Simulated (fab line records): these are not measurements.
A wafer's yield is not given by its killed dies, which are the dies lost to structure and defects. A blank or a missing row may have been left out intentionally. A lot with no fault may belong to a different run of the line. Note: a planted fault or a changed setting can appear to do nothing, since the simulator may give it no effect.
Matching of chambers || flow rit_cmos || rie_diel-02 running RIT_ACTIVE_ETCH_13: 4 sister chambers
The step etches Si3N4 in SF6, stops on SiO2, time 210 s, target depth 210 nm. 8 wafers are shown with their chamber, then 7 later ones without.

== WAFERS WITH THEIR CHAMBER ==
{"wafer": "L556.4", "chamber": 2, "throttle_valve_pct (%)": 7.55, "oes_product_au (a.u.)": 0.814}
{"wafer": "L559.4", "chamber": 1, "throttle_valve_pct (%)": 7.36, "oes_product_au (a.u.)": 0.821}
{"wafer": "L559.6", "chamber": 3, "throttle_valve_pct (%)": 7.64, "oes_product_au (a.u.)": 0.819}
{"wafer": "L563.1", "chamber": 2, "throttle_valve_pct (%)": 7.53, "oes_product_au (a.u.)": 0.809}
{"wafer": "L563.3", "chamber": 3, "throttle_valve_pct (%)": 7.64, "oes_product_au (a.u.)": 0.824}
{"wafer": "L563.4", "chamber": 0, "throttle_valve_pct (%)": 7.53, "oes_product_au (a.u.)": 0.843}
{"wafer": "L566.1", "chamber": 1, "throttle_valve_pct (%)": 7.34, "oes_product_au (a.u.)": 0.816}
{"wafer": "L566.3", "chamber": 0, "throttle_valve_pct (%)": 7.54, "oes_product_au (a.u.)": 0.839}

== WAFERS WITHOUT THEIR CHAMBER ==
{"wafer": "L566.6", "throttle_valve_pct (%)": 7.52, "oes_product_au (a.u.)": 0.805}
{"wafer": "L573.2", "throttle_valve_pct (%)": 7.55, "oes_product_au (a.u.)": 0.833}
{"wafer": "L573.4", "throttle_valve_pct (%)": 7.52, "oes_product_au (a.u.)": 0.817}
{"wafer": "L573.5", "throttle_valve_pct (%)": 7.66, "oes_product_au (a.u.)": 0.806}
{"wafer": "L576.3", "throttle_valve_pct (%)": 7.56, "oes_product_au (a.u.)": 0.841}
{"wafer": "L576.5", "throttle_valve_pct (%)": 7.64, "oes_product_au (a.u.)": 0.813}
{"wafer": "L576.6", "throttle_valve_pct (%)": 7.54, "oes_product_au (a.u.)": 0.809}

== THE CHAMBER EACH PASSED THROUGH ==
{"wafer": "L566.6", "from the rows above": 2, "in truth": 2}
{"wafer": "L573.2", "from the rows above": 0, "in truth": 0}
{"wafer": "L573.4", "from the rows above": 2, "in truth": 2}
{"wafer": "L573.5", "from the rows above": 3, "in truth": 3}
{"wafer": "L576.3", "from the rows above": 0, "in truth": 0}
{"wafer": "L576.5", "from the rows above": 3, "in truth": 3}
{"wafer": "L576.6", "from the rows above": 2, "in truth": 2}
Placed correctly: 7 of 7. Can't be placed from these rows: 0. Wrongly placed: 0.
How it was worked out, from the rows above alone: a wafer's distance from a chamber is the root of the sum, over the readings, of the square of ((its reading less the chamber's mean) divided by the reading's scatter). If the next closest chamber is less than 2 further off than the closest, the wafer can't be placed; otherwise it belongs to the closest. For every chamber, the mean is computed from those of its wafers that are shown. The scatter is the square root of a quotient: the sum, over the shown wafers, of each reading's squared deviation from its chamber's mean, divided by wafers minus chambers.
